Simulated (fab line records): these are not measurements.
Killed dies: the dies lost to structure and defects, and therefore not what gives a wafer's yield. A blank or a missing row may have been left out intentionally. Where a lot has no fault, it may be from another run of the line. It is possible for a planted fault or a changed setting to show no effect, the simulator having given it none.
Problem report, 8D (eight disciplines) form, completed by code -- flow rit_cmos -- the parts of the form that need people (team, actions taken, sign-off) are left out

## 1. WHAT WENT WRONG
heater_power_total_W at RIT_M1_HARDBAKE_11 reads a mean of 51.11 W on 6 wafers of 2 lots; wafers without a fault read 52.02 W with a standard deviation of 0.056. That is -16 standard deviations from the usual mean.
The step: time 120 s.
First observed at day 6 04:35: wafer L250.3, on litho_track-03. Wafers with a number at this step in the record: 42, from 14 lots. By rule, "out" or "out of limits" means more than 4 standard deviations away from the usual mean. All remaining wafers that have a number are taken as sound.

## 2. WHAT IT IS, AND WHAT IT ISN'T
question,is,is not
which readings at this step,"heater_power_total_W, plate_temp_C",-
which lots,"L250, L257","L237, L238, L239, L240, L241, L242, L243, L244, L245, L246, L247, L258"
which wafers of those lots,all that have a number,-
read on which tools,litho_track-03,"litho_track-02, litho_track-04"
when,from day 6 04:35,up to then (33 sound wafers); but 3 sound wafers of L258 came after

## 3. WHAT RULES OUT EACH SUSPECT
Counting: a tool at any process step up to the reading remains a suspect when it ran all the lots that are out and ran no sound lot after the first of those.
- litho_track-03 at RIT_M1_HARDBAKE_11 (time 120 s): kept. It processed each lot that is out, first L250 at day 6 04:35, and no sound lot thereafter; up to then, the last sound lot it processed was L245 at day 5 03:10. Out on those wafers are its own readings of heater_power_total_W, plate_temp_C.
After counting, what remains is litho_track-03 at RIT_M1_HARDBAKE_11.

## 4. THE CAUSE (what the simulator had put in)
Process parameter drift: litho_track-03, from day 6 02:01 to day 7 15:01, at RIT_M1_HARDBAKE_11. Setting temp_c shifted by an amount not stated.
After counting, this tool was the only one left.

## 5. SEQUENCE OF EFFECTS, ordered by route
One row per reading whose mean, taken over the struck wafers that have a number, lies over 3 standard deviations from the usual. Only readings whose record carries a usual standard deviation are examined. hours: median over the lots of the time between each lot's start at the first step of this table that gives one and its start at this step. sigmas: the change, counted in usual standard deviations.
hours,step,reading,usual,on struck wafers,change,sigmas
0,RIT_M1_HARDBAKE_11,heater_power_total_W,52.02 W,51.11,-0.91,-16
0,RIT_M1_HARDBAKE_11,plate_temp_C,140.00 C,137.95,-2.05,-15
It contains these process steps:
- RIT_M1_HARDBAKE_11: time 120 s.

## 6. WHAT WOULD HAVE CAUGHT IT SOONER
In this record the first reading out of limits was taken at day 6 04:35, 3 hours after the fault began at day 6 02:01.
